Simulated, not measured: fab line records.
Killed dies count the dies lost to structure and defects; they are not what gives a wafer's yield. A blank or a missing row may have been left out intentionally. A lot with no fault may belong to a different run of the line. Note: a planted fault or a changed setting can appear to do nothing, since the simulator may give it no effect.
Comparing a struck lot with a sound one + flow ritCmos + 20 steps out of a route of 202
Sound: wafers L394.1, L394.3, L394.5. The struck wafers were L404.3, L404.5, L404.6. Last of all comes the cause.
At each step with rows: each side's tool, then ch and its chambers, then its first start. Under that, the readings that differ: sound wafers + struck wafers + difference of the means + sigmas: that difference in standard deviations of wafers without a fault.
alike: words and numbers the same on both sides, and readings whose means are apart by under 2 such deviations; not compared: readings that were withheld, readings missing a value for some wafer, numbers with overlapping values and no deviation given by the record, and bounds like >300 which may hide the same value.
Wherever a step has rows on one side only, a row that says differs or no value, or a row with sigmas, the two part there. Numbers that don't overlap but have no deviation are shown without sigmas and don't part them. Lack of a reading on every wafer of one side parts them only where that side has two or more wafers.

RIT_ACTIVE_BOW_MEAS_00:
  sound: filmMetro-02 at day 1 20:00; struck: filmMetro-03 at day 3 22:02
  alike: INCOMING_BOW
then, 1 step without rows for these wafers: RIT_ACTIVE_OXIDATION_01 (target thk 46.8 nm, ox time 3360 s).
RIT_ACTIVE_THK_MEAS_02:
  sound: filmMetro-03 at day 1 22:03; struck: filmMetro-02 at day 4 00:19
  alike: ACTIVE_OXIDE_THK
RIT_ACTIVE_CVD_03: deposits Si3N4 from SiH2Cl2/NH3, target thk 150 nm, time 1500 s.
  sound on lpcvd-02 ch 1, day 1 22:07; struck on lpcvd-01 ch 0, day 4 00:21
| reading                                 | sound             | struck            | difference | sigmas      |
|-----------------------------------------|-------------------|-------------------|------------|-------------|
| spikeTcCentreC (C)                      | 812.5 813.4 811.5 | 859.0 857.2 858.7 | +45.8      | +42         |
| spikeTcLoadC (C)                        | 830 828 831       | 875 876 878       | +47        | +13         |
| spikeTcSourceC (C)                      | 829.8 831.5 829.7 | 876.1 876.5 873.7 | +45.1      | +35         |
| susceptorTempC (C)                      | 810.3 810.6 810.3 | 854.5 854.4 855.3 | +44.3      | +99 or more |
| model.Si3N4_of_ACTIVE_CVD_03.thkNm (nm) | 148 149.5 149.1   | 251.6 251.5 251.5 | +102.7     |             |
RIT_ACTIVE_THK_MEAS_04:
  sound: filmMetro-02 at day 1 23:32; struck: filmMetro-04 at day 4 02:30
| reading                 | sound             | struck            | difference | sigmas |
|-------------------------|-------------------|-------------------|------------|--------|
| ACTIVE_NITRIDE_THK (nm) | 148.0 149.5 149.1 | 251.8 251.6 251.6 | +102.8     | +93    |
then, 6 steps without rows for these wafers: RIT_ACTIVE_HMDS_05 (prime time 60 s); RIT_ACTIVE_COAT_06 (resist thk 1000 nm); RIT_ACTIVE_SOFTBAKE_07 (time 60 s); RIT_ACTIVE_EXPOSE_08 (exposes mask M1, target cd 1400 nm); RIT_ACTIVE_PEB_09; RIT_ACTIVE_DEVELOP_10 (develop time 52.49 s).
RIT_ACTIVE_CD_MEAS_11 targets a cd of 1400 nm.
  sound: cdSem-02 at day 2 00:34; struck: cdSem-02 at day 4 03:33
  alike: cdNm
then, 1 step without rows for these wafers: RIT_ACTIVE_HARDBAKE_12 (time 60 s).
RIT_ACTIVE_ETCH_13: etches Si3N4 in SF6, stops on SiO2, time 210 s, target depth 210 nm.
  sound on rieDiel-03 ch 0,1,2, day 2 00:50; struck on rieDiel-03 ch 1,2,3, day 4 03:47
| reading                          | sound             | struck            | difference | sigmas |
|----------------------------------|-------------------|-------------------|------------|--------|
| oesProductAu (a.u.)              | 0.817 0.828 0.805 | 0.961 1.003 1.024 | +0.179     | +13    |
| model.etch.depthNm (nm)          | 148 149.5 149.1   | 206.3 213.1 213.4 | +62.1      |        |
| model.ACTIVE.featureDepthNm (nm) | 148.3 149.5 149.1 | 206.3 213.1 213.4 | +62.0      |        |
  alike: drypumpMotorCurrentA, rfFwdPowerW, throttleValvePct
  not compared: rfHoursCounterH
RIT_ACTIVE_STRIP_14: strips in O2, time 180 s.
  sound on plasmaAsher-04 ch 0,1, day 2 00:58; struck on plasmaAsher-02 ch 0,1, day 4 03:58
  alike: drypumpMotorCurrentA, o2FlowSccm
  not compared: rfHoursCounterH
RIT_ACTIVE_CD_MEAS_90 targets a cd of 1400 nm.
  sound: cdSem-01 at day 2 01:08; struck: cdSem-01 at day 4 04:08
  alike: cdNm
then, 1 step without rows for these wafers: RIT_ACTIVE_CLEAN_15 (cleans in SC1, time 600 s).
RIT_ACTIVE_CLEAN_16: cleans in dHF, time 30 s.
  sound on wetBench-01 ch 3, day 2 01:26; struck on wetBench-01 ch 2, day 4 04:23
| reading                                 | sound             | struck            | difference | sigmas |
|-----------------------------------------|-------------------|-------------------|------------|--------|
| model.Si3N4_of_ACTIVE_CVD_03.thkNm (nm) | 147.2 148.6 148.2 | 250.8 250.7 250.7 | +102.7     |        |
then, 1 step without rows for these wafers: RIT_ACTIVE_CLEAN_17 (cleans in SC2, time 600 s).
RIT_M1_PROBE_99:
  sound: prober-01 at day 3 20:51; struck: prober-02 at day 6 03:56
| reading          | sound  | struck      | difference | sigmas |
|------------------|--------|-------------|------------|--------|
| killedAtFrontEnd | 9 11 3 | 264 264 264 | +256       | +88    |
| killedDies       | 9 11 3 | 264 264 264 | +256       | +85    |
| killedOnRim      | 2 2 0  | 70 70 70    | +69        | +49    |
  alike: killedOpen, killedShort

== WHERE THEY PART ==
Last at RIT_M1_PROBE_99 as far as this record goes, first at RIT_ACTIVE_CVD_03.

WHY: the cause the simulator had injected
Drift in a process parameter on lpcvd-01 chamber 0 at RIT_ACTIVE_CVD_03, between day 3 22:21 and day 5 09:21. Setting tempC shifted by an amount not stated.
